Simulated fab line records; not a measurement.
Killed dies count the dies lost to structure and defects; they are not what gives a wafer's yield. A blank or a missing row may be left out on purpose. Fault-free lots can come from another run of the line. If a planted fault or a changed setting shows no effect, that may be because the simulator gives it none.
Comparing a struck lot with a sound one    flow rit-cmos    19 steps out of a route of 202
Sound: the wafers L679.1, L679.3, L679.4. Struck: wafers L681.3, L681.4, L681.6. Last of all comes the cause.
For every step that has rows: the tool of each side, followed by ch and its chambers, followed by its first start. Under that, the readings that differ: sound wafers    struck wafers    difference of the means    sigmas: that difference in standard deviations of wafers without a fault.
alike: same words and numbers on both sides, and readings whose means sit less than 2 such deviations apart. not compared: any withheld reading, any reading some wafer has no value for, any bound like >300 that may hide the same value, and any number with overlapping values for which the record gives no deviation.
The two part at a step that has a row with sigmas, a row that says differs or no value, or rows on one side only. Numbers that have no deviation but don't overlap get no sigmas and don't part them. A reading that every wafer of one side lacks parts them only if that side has two wafers or more.

first, 2 steps without rows for these wafers: RIT_PWELL_HARDBAKE_07 (time 120 s); RIT_PWELL_IMPLANT_08.
RIT_PWELL_STRIP_09: strips in O2, time 180 s.
  sound on plasma-asher-01 ch 0,1, day 4 12:08; struck on plasma-asher-03 ch 0,1, day 4 22:28
  alike: drypump-motor-current-A
  not compared: rf-hours-counter-h
RIT_PWELL_TW_MEAS_10:
  sound on film-metro-01, day 4 12:19; struck on film-metro-03, day 4 22:36
reading   sound        struck       difference  sigmas
PWELL_TW  955 958 957  973 971 970  +15         +2
then, 1 step without rows for these wafers: RIT_WELLDRIVE_ANNEAL_00 (time 14700 s).
RIT_WELLDRIVE_RS_MEAS_01: uses a four-point probe to measure.
  sound on film-metro-04, day 4 17:27; struck on film-metro-01, day 5 05:10
  alike: NWELL_RS
RIT_WELLDRIVE_RS_MEAS_02: uses a four-point probe to measure.
  sound on film-metro-04, day 4 17:34; struck on film-metro-01, day 5 05:17
reading            sound              struck             difference  sigmas
PWELL_RS (ohm/sq)  431.6 430.4 429.1  427.2 427.4 427.7  -2.9        -2
then, 5 steps without rows for these wafers: RIT_NRETRO_HMDS_00 (prime time 60 s); RIT_NRETRO_COAT_01 (resist thk 1300 nm); RIT_NRETRO_SOFTBAKE_02 (time 60 s); RIT_NRETRO_EXPOSE_03 (exposes mask M4, target cd 43900 nm); RIT_NRETRO_PEB_04.
RIT_NRETRO_DEVELOP_05: develop time 68 s.
  sound on litho-track-03 ch 0, day 4 18:00; struck on litho-track-03 ch 0, day 5 06:00
  alike: chill-plate-temp-C
RIT_NRETRO_OVL_MEAS_06:
  sound on overlay-01, day 4 18:34; struck on overlay-02, day 5 06:39
  alike: NRETRO_OVL
then, 2 steps without rows for these wafers: RIT_NRETRO_HARDBAKE_07 (time 120 s); RIT_NRETRO_IMPLANT_08.
RIT_NRETRO_STRIP_09: strips in O2, time 180 s.
  sound on plasma-asher-01 ch 0,1, day 4 19:07; struck on plasma-asher-02 ch 0,1, day 5 07:08
  alike: drypump-motor-current-A
  not compared: rf-hours-counter-h
RIT_NRETRO_TW_MEAS_10:
  sound on film-metro-01, day 4 19:18; struck on film-metro-04, day 5 07:30
reading    sound           struck       difference  sigmas
NRETRO_TW  1055 1059 1045  228 226 226  -826        -99 or more
  not compared: hold
RIT_M1_PROBE_99:
  the record holds rows for the sound wafers here (prober-01, day 6 03:01) but none for the struck ones

== WHERE THEY PART ==
Earliest at RIT_PWELL_TW_MEAS_10; latest, in this record, at RIT_M1_PROBE_99.

WHY: what had been put in by the simulator
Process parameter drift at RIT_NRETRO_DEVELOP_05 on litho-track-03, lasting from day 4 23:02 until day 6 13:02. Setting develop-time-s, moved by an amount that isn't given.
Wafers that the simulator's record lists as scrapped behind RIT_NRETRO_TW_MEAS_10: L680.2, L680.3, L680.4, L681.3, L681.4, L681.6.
